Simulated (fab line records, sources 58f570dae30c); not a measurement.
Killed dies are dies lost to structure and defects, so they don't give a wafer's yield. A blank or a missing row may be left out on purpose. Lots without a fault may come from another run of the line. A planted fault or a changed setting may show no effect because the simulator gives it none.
Which tool did it? | flow berkeley_cmos170 | 13 lots, 39 wafers sampled, at 5 steps of a route of 331

WHAT THE GAUGES READ, wafer by wafer
UCB170_M1_RS_MEAS_01: measures by four-point-probe. Usual: M1_AL_RS 0.0486 ohm/sq, standard deviation 0.00049.
lot  | measured     | on            | M1_AL_RS (ohm/sq)    | flag
L267 | day 7 10:07  | film_metro-01 | 0.0486 0.0488 0.0488 |
L268 | day 7 22:13  | film_metro-01 | 0.0491 0.0486 0.0492 |
L269 | day 8 02:01  | film_metro-03 | 0.0491 0.0489 0.0490 |
L273 | day 8 05:07  | film_metro-01 | 0.0490 0.0489 0.0488 |
L271 | day 8 05:23  | film_metro-04 | 0.0487 0.0481 0.0483 |
L272 | day 8 06:32  | film_metro-04 | 0.0485 0.0484 0.0487 |
L275 | day 9 05:12  | film_metro-04 | 0.0478 0.0481 0.0485 |
L276 | day 9 05:55  | film_metro-04 | 0.0483 0.0480 0.0483 |
L277 | day 9 09:28  | film_metro-04 | 0.0480 0.0483 0.0480 |
L280 | day 9 20:23  | film_metro-04 | 0.0490 0.0485 0.0487 |
L279 | day 9 21:07  | film_metro-04 | 0.0482 0.0485 0.0485 |
L283 | day 10 17:55 | film_metro-04 | 0.0495 0.0492 0.0489 |
L284 | day 10 19:23 | film_metro-03 | 0.0489 0.0483 0.1083 | OFF

UCB170_M1_THK_MEAS_02: measures by xrf. Usual: M1_AL_THK 596 nm, standard deviation 6.2.
lot  | measured     | on            | M1_AL_THK (nm) | flag
L267 | day 7 10:14  | film_metro-01 | 601 597 598    |
L268 | day 7 22:20  | film_metro-01 | 594 598 590    |
L269 | day 8 02:07  | film_metro-03 | 591 591 592    |
L273 | day 8 05:13  | film_metro-01 | 593 592 598    |
L271 | day 8 05:30  | film_metro-04 | 595 595 594    |
L272 | day 8 06:39  | film_metro-04 | 595 598 595    |
L275 | day 9 05:19  | film_metro-04 | 601 603 596    |
L276 | day 9 06:02  | film_metro-04 | 599 602 601    |
L277 | day 9 09:35  | film_metro-04 | 602 600 604    |
L280 | day 9 20:30  | film_metro-04 | 590 602 596    |
L279 | day 9 21:14  | film_metro-04 | 605 594 598    |
L283 | day 10 18:02 | film_metro-04 | 585 589 594    |
L284 | day 10 19:29 | film_metro-03 | 593 598 273    | OFF

WHICH TOOL RAN EACH LOT (tool, then ch and the chambers of the sampled wafers, then the start)
lot  | UCB170_BACKSIDE_STRIP_03             | UCB170_CONTACT_RTA_08            | UCB170_M1_SPUTTER_00
L267 | plasma_asher-03 ch 0,1, day 7 01:14  | rtp_anneal-02 ch 0, day 7 07:41  | pvd_sputter-03, day 7 10:03
L268 | plasma_asher-01 ch 0,1, day 7 15:07  | rtp_anneal-01 ch 0, day 7 20:31  | pvd_sputter-04, day 7 22:10
L269 | plasma_asher-03 ch 0,1, day 7 19:20  | rtp_anneal-02 ch 0, day 8 00:11  | pvd_sputter-03, day 8 01:55
L273 | plasma_asher-01 ch 0,1, day 7 22:57  | rtp_anneal-01 ch 0, day 8 03:23  | pvd_sputter-04, day 8 05:01
L271 | plasma_asher-04 ch 0,1, day 7 23:22  | rtp_anneal-02 ch 0, day 8 03:33  | pvd_sputter-03, day 8 05:19
L272 | plasma_asher-03 ch 0,1, day 7 23:45  | rtp_anneal-01 ch 0, day 8 04:50  | pvd_sputter-04, day 8 06:28
L275 | plasma_asher-03 ch 0,1, day 8 22:04  | rtp_anneal-01 ch 0, day 9 02:40  | pvd_sputter-02, day 9 05:07
L276 | plasma_asher-01 ch 0,1, day 8 22:14  | rtp_anneal-01 ch 0, day 9 03:01  | pvd_sputter-02, day 9 05:52
L277 | plasma_asher-01 ch 0,1, day 9 03:25  | rtp_anneal-01 ch 0, day 9 07:39  | pvd_sputter-03, day 9 09:24
L280 | plasma_asher-03 ch 0,1, day 9 12:44  | rtp_anneal-02 ch 0, day 9 18:12  | pvd_sputter-04, day 9 20:19
L279 | plasma_asher-04 ch 0,1, day 9 13:18  | rtp_anneal-01 ch 0, day 9 18:49  | pvd_sputter-03, day 9 21:04
L283 | plasma_asher-01 ch 0,1, day 10 10:23 | rtp_anneal-01 ch 0, day 10 16:06 | pvd_sputter-04, day 10 17:52
L284 | plasma_asher-01 ch 0,1, day 10 10:52 | rtp_anneal-02 ch 0, day 10 17:40 | pvd_sputter-03, day 10 19:17
- UCB170_BACKSIDE_STRIP_03: strips in O2.
- UCB170_CONTACT_RTA_08: time 10 s.
- UCB170_M1_SPUTTER_00: material Al, target thk 600 nm, time 80 s.

WHAT THE TOOLS THEMSELVES READ (means of the sampled wafers that have a number; where no wafer has one, the mark that the record gives instead)
UCB170_BACKSIDE_STRIP_03. Usual: drypump_motor_current_A 5.9 A, standard deviation 0.43; oes_product_au 0.734 a.u., standard deviation 0.0044; strip_time_to_endpoint_s 21.97 s, standard deviation 0.061.
lot  | tool            | drypump_motor_current_A (A) | oes_product_au (a.u.) | strip_time_to_endpoint_s (s) | flag
L267 | plasma_asher-03 | 6.0                         | 0.737                 | 21.99                        |
L268 | plasma_asher-01 | 5.9                         | 0.734                 | 21.90                        |
L269 | plasma_asher-03 | 5.7                         | 0.732                 | 21.97                        |
L273 | plasma_asher-01 | 5.9                         | 0.733                 | 22.06                        |
L271 | plasma_asher-04 | 5.7                         | 0.730                 | 21.94                        |
L272 | plasma_asher-03 | 5.6                         | 0.730                 | 21.93                        |
L275 | plasma_asher-03 | 5.7                         | 0.734                 | 22.00                        |
L276 | plasma_asher-01 | 5.9                         | 0.732                 | 22.00                        |
L277 | plasma_asher-01 | 6.2                         | 0.733                 | 21.93                        |
L280 | plasma_asher-03 | 5.7                         | 0.736                 | 22.05                        |
L279 | plasma_asher-04 | 5.7                         | 0.733                 | 21.95                        |
L283 | plasma_asher-01 | 6.2                         | 0.732                 | 21.99                        |
L284 | plasma_asher-01 | 6.2                         | 0.739                 | 21.85                        |

UCB170_CONTACT_RTA_08. Usual: lamp_power_pct 20.84 %, standard deviation 0.2; wafer_temp_C_max 903.5, standard deviation 0.85.
lot  | tool          | lamp_power_pct (%) | wafer_temp_C_max | flag
L267 | rtp_anneal-02 | 21.10              | 904.1            |
L268 | rtp_anneal-01 | 20.68              | 903.2            |
L269 | rtp_anneal-02 | 21.11              | 904.5            |
L273 | rtp_anneal-01 | 20.67              | 903.2            |
L271 | rtp_anneal-02 | 21.10              | 904.7            |
L272 | rtp_anneal-01 | 20.68              | 902.9            |
L275 | rtp_anneal-01 | 20.70              | 902.8            |
L276 | rtp_anneal-01 | 20.70              | 903.2            |
L277 | rtp_anneal-01 | 20.68              | 902.7            |
L280 | rtp_anneal-02 | 21.09              | 905.1            |
L279 | rtp_anneal-01 | 20.68              | 903.2            |
L283 | rtp_anneal-01 | 20.68              | 902.5            |
L284 | rtp_anneal-02 | 21.08              | 903.8            |

UCB170_M1_SPUTTER_00. Usual: throttle_valve_pct 30.3 %, standard deviation 0.96.
lot  | tool           | throttle_valve_pct (%) | flag
L267 | pvd_sputter-03 | 29.8                   |
L268 | pvd_sputter-04 | 31.2                   |
L269 | pvd_sputter-03 | 29.4                   |
L273 | pvd_sputter-04 | 31.8                   |
L271 | pvd_sputter-03 | 29.7                   |
L272 | pvd_sputter-04 | 30.7                   |
L275 | pvd_sputter-02 | 30.8                   |
L276 | pvd_sputter-02 | 30.6                   |
L277 | pvd_sputter-03 | 29.7                   |
L280 | pvd_sputter-04 | 30.6                   |
L279 | pvd_sputter-03 | 29.5                   |
L283 | pvd_sputter-04 | 29.8                   |
L284 | pvd_sputter-03 | 29.9                   |

THE ANSWER, worked out from the rows above alone
Rule: a lot is off if the mean of its wafers that have a number lies more than 3 standard deviations from the usual mean. A lot without any number at a reading at which 4 lots or more have one is off too. The other lots that the step has rows for count as sound. The gauges are gone through in route order, then the tools' own readings, and for those a lot's mean is taken as printed above. The first step at which some lot is off is used, and at that step the reading that is off furthest; a lot without a number counts as furthest.
Off: L284, at UCB170_M1_RS_MEAS_01 (M1_AL_RS).
A tool fits if, at a process step before that reading, it ran every lot that is off, and no sound lot after the first of them. The gauges at UCB170_M1_RS_MEAS_01 are tried like those tools. Can't be told from this: 4 tools fit, plasma_asher-01 at UCB170_BACKSIDE_STRIP_03, rtp_anneal-02 at UCB170_CONTACT_RTA_08, pvd_sputter-03 at UCB170_M1_SPUTTER_00, film_metro-03 at UCB170_M1_RS_MEAS_01.

WHAT THE SIMULATOR HAD PUT IN
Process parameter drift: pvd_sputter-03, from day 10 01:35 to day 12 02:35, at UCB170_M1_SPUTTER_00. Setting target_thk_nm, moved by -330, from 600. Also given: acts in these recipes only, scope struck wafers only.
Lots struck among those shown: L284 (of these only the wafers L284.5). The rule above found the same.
